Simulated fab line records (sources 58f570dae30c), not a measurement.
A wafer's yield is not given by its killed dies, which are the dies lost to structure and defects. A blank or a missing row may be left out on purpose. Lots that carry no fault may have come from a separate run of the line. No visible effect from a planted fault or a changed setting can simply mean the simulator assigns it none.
Matching of chambers / flow berkeley-cmos170 / UCB170_CONTACT_ETCH_17 on rie-diel-03: 4 sister chambers
The step etches BARC in N2/H2. 14 wafers are shown with their chamber, then 7 later ones without.

## WAFERS, EACH WITH ITS CHAMBER
wafer=L273.1; chamber=2; throttle-valve-pct (%)=13.22; drypump-motor-current-A (A)=5.7; oes-product-au (a.u.)=0.991
wafer=L273.3; chamber=1; throttle-valve-pct (%)=13.48; drypump-motor-current-A (A)=6.3; oes-product-au (a.u.)=0.975
wafer=L273.6; chamber=3; throttle-valve-pct (%)=13.33; drypump-motor-current-A (A)=5.7; oes-product-au (a.u.)=0.984
wafer=L277.4; chamber=3; throttle-valve-pct (%)=13.32; drypump-motor-current-A (A)=5.7; oes-product-au (a.u.)=0.994
wafer=L277.5; chamber=2; throttle-valve-pct (%)=13.22; drypump-motor-current-A (A)=5.7; oes-product-au (a.u.)=0.981
wafer=L277.6; chamber=3; throttle-valve-pct (%)=13.31; drypump-motor-current-A (A)=5.7; oes-product-au (a.u.)=0.984
wafer=L282.1; chamber=3; throttle-valve-pct (%)=13.33; drypump-motor-current-A (A)=5.7; oes-product-au (a.u.)=0.995
wafer=L282.3; chamber=1; throttle-valve-pct (%)=13.47; drypump-motor-current-A (A)=6.3; oes-product-au (a.u.)=0.963
wafer=L282.6; chamber=0; throttle-valve-pct (%)=13.02; drypump-motor-current-A (A)=6.5; oes-product-au (a.u.)=0.973
wafer=L284.1; chamber=1; throttle-valve-pct (%)=13.47; drypump-motor-current-A (A)=6.2; oes-product-au (a.u.)=0.958
wafer=L284.2; chamber=0; throttle-valve-pct (%)=13.01; drypump-motor-current-A (A)=6.4; oes-product-au (a.u.)=0.979
wafer=L284.6; chamber=0; throttle-valve-pct (%)=13.01; drypump-motor-current-A (A)=6.4; oes-product-au (a.u.)=0.967
wafer=L285.1; chamber=3; throttle-valve-pct (%)=13.32; drypump-motor-current-A (A)=5.7; oes-product-au (a.u.)=0.993
wafer=L285.2; chamber=2; throttle-valve-pct (%)=13.22; drypump-motor-current-A (A)=5.7; oes-product-au (a.u.)=0.978

SIGNATURES (averages over the wafers above)
reading=throttle-valve-pct; chamber 0=13.0133; chamber 1=13.4733; chamber 2=13.2200; chamber 3=13.3220; scatter within a chamber=0.00643
reading=drypump-motor-current-A; chamber 0=6.433; chamber 1=6.267; chamber 2=5.700; chamber 3=5.700; scatter within a chamber=0.0365
reading=oes-product-au; chamber 0=0.97300; chamber 1=0.96533; chamber 2=0.98333; chamber 3=0.99000; scatter within a chamber=0.00663
Rule: a wafer's distance from a chamber is the root of the sum, over the readings, of the square of ((its reading less the chamber's mean) divided by the reading's scatter). If the next closest chamber is less than 2 further off than the closest, the wafer can't be placed; otherwise it belongs to the closest. The scatter is the square root of a quotient: the sum, over the shown wafers, of each reading's squared deviation from its chamber's mean, divided by wafers minus chambers.

## WAFERS WHOSE CHAMBER IS MISSING
wafer=L285.4; throttle-valve-pct (%)=13.49; drypump-motor-current-A (A)=6.4; oes-product-au (a.u.)=0.958
wafer=L288.1; throttle-valve-pct (%)=13.48; drypump-motor-current-A (A)=6.3; oes-product-au (a.u.)=0.963
wafer=L288.4; throttle-valve-pct (%)=13.22; drypump-motor-current-A (A)=5.6; oes-product-au (a.u.)=0.976
wafer=L288.5; throttle-valve-pct (%)=13.01; drypump-motor-current-A (A)=6.4; oes-product-au (a.u.)=0.960
wafer=L291.3; throttle-valve-pct (%)=13.22; drypump-motor-current-A (A)=5.7; oes-product-au (a.u.)=0.987
wafer=L291.5; throttle-valve-pct (%)=13.23; drypump-motor-current-A (A)=5.6; oes-product-au (a.u.)=0.985
wafer=L291.6; throttle-valve-pct (%)=13.32; drypump-motor-current-A (A)=5.7; oes-product-au (a.u.)=0.987

## WHICH CHAMBER EACH ONE RAN IN
wafer=L285.4; from the rows above=1; in truth=1
wafer=L288.1; from the rows above=1; in truth=1
wafer=L288.4; from the rows above=2; in truth=2
wafer=L288.5; from the rows above=0; in truth=0
wafer=L291.3; from the rows above=2; in truth=2
wafer=L291.5; from the rows above=2; in truth=2
wafer=L291.6; from the rows above=3; in truth=3
7 of 7 placed correctly. Number that these rows cannot place: 0. 0 placed wrongly.
